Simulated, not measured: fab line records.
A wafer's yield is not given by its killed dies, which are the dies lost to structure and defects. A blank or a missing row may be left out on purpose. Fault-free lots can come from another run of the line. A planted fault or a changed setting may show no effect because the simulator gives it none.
Commonality check across tools | flow berkeley cmos170 | 14 lots and 48 wafers in the sample

WHY IT WAS OPENED
2 of 14 lots carry a flag on the reading PWELL_TW at UCB170_PWELL_TW_MEAS_17. No-fault wafers: 378.6, standard deviation 2.2.
Rule: a lot is flagged in two cases, either no wafer of it has a number, or all its wafers with numbers fall more than 4 standard deviations from that mean. The other lots count as sound.

lot  | measured    | on            | PWELL_TW, wafer by wafer            | flag
L775 | day 3 07:10 | film metro-04 | 378.7 381.2 382.1                   |
L776 | day 3 07:13 | film metro-01 | 377.6 378.8 374.9                   |
L777 | day 3 10:38 | film metro-04 | 378.7 380.3 380.4                   |
L778 | day 3 14:38 | film metro-04 | 379.2 377.6 378.7                   |
L779 | day 3 17:55 | film metro-04 | 378.0 379.8 377.6                   |
L780 | day 3 22:28 | film metro-04 | 379.8 378.8 380.8                   |
L782 | day 4 16:01 | film metro-02 | 382.0 379.6 377.8                   |
L783 | day 5 01:28 | film metro-04 | 376.7 376.3 378.1                   |
L786 | day 5 18:55 | film metro-02 | 354.2 353.0 356.1 352.5 352.6 354.4 | FLAGGED
L788 | day 6 01:33 | film metro-04 | 350.8 352.4 347.6 349.9 351.2 351.1 | FLAGGED
L794 | day 7 09:01 | film metro-02 | 379.5 378.3 380.0                   |
L795 | day 7 09:19 | film metro-02 | 379.5 380.0 380.2                   |
L797 | day 7 20:17 | film metro-04 | 377.3 378.8 378.0                   |
L798 | day 7 20:26 | film metro-04 | 379.2 376.7 375.9                   |
Average over the flagged lots: 352.1; offset from the usual -26.5, equal to -12 standard deviations.

TOOL THAT RAN EACH LOT
The record holds 1 process step before the reading, out of a route of 331 steps. Cell contents, in order: the tool; ch with the chambers the sampled wafers went through; the start.
lot  | flag    | UCB170_PWELL_IMPLANT_15
L775 |         | implanter-01 ch 0, day 3 06:55
L776 |         | implanter-02 ch 0, day 3 06:58
L777 |         | implanter-03 ch 0, day 3 10:23
L778 |         | implanter-03 ch 0, day 3 14:26
L779 |         | implanter-03 ch 0, day 3 17:40
L780 |         | implanter-01 ch 0, day 3 22:13
L782 |         | implanter-03 ch 0, day 4 15:49
L783 |         | implanter-03 ch 0, day 5 01:13
L786 | FLAGGED | implanter-03 ch 0, day 5 18:41
L788 | FLAGGED | implanter-03 ch 0, day 6 01:18
L794 |         | implanter-01 ch 0, day 7 08:46
L795 |         | implanter-01 ch 0, day 7 09:06
L797 |         | implanter-01 ch 0, day 7 20:03
L798 |         | implanter-01 ch 0, day 7 20:11
What is done by these steps:
- UCB170_PWELL_IMPLANT_15
- UCB170_PWELL_TW_MEAS_17

FLAGGED OVER TOTAL, TOOL BY TOOL (the gauges that took the reading come last)
step                    | tool          | lots run | flagged | share of the flagged lots | sound lots run after its first flagged lot
UCB170_PWELL_IMPLANT_15 | implanter-01  | 6        | 0       | none                      | -
UCB170_PWELL_IMPLANT_15 | implanter-02  | 1        | 0       | none                      | -
UCB170_PWELL_IMPLANT_15 | implanter-03  | 7        | 2       | all                       | 0
UCB170_PWELL_TW_MEAS_17 | film metro-01 | 1        | 0       | none                      | -
UCB170_PWELL_TW_MEAS_17 | film metro-02 | 4        | 1       | some                      | 2 (L794,L795)
UCB170_PWELL_TW_MEAS_17 | film metro-04 | 9        | 1       | some                      | 2 (L797,L798)

WHAT IS ALLOWED BY THE TABLE
In the table, 1 row covers all flagged lots: implanter-03 at UCB170_PWELL_IMPLANT_15.
- implanter-03 at UCB170_PWELL_IMPLANT_15: 2 of its 7 lots flagged. Its last sound lot is L783 (day 5 01:13), its first flagged lot L786 (day 5 18:41): a fault that began between those two fits. Its own readings lie more than 4 standard deviations out on every wafer of the flagged lots: dose ions cm2, faraday current uA.
Left over: one tool, implanter-03 at UCB170_PWELL_IMPLANT_15.

WHAT THE SIMULATOR HAD PUT IN
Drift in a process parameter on implanter-03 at UCB170_PWELL_IMPLANT_15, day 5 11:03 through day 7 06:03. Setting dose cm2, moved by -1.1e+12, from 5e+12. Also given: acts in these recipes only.
Shown lots that were struck: L786, L788. The rule above found the same.
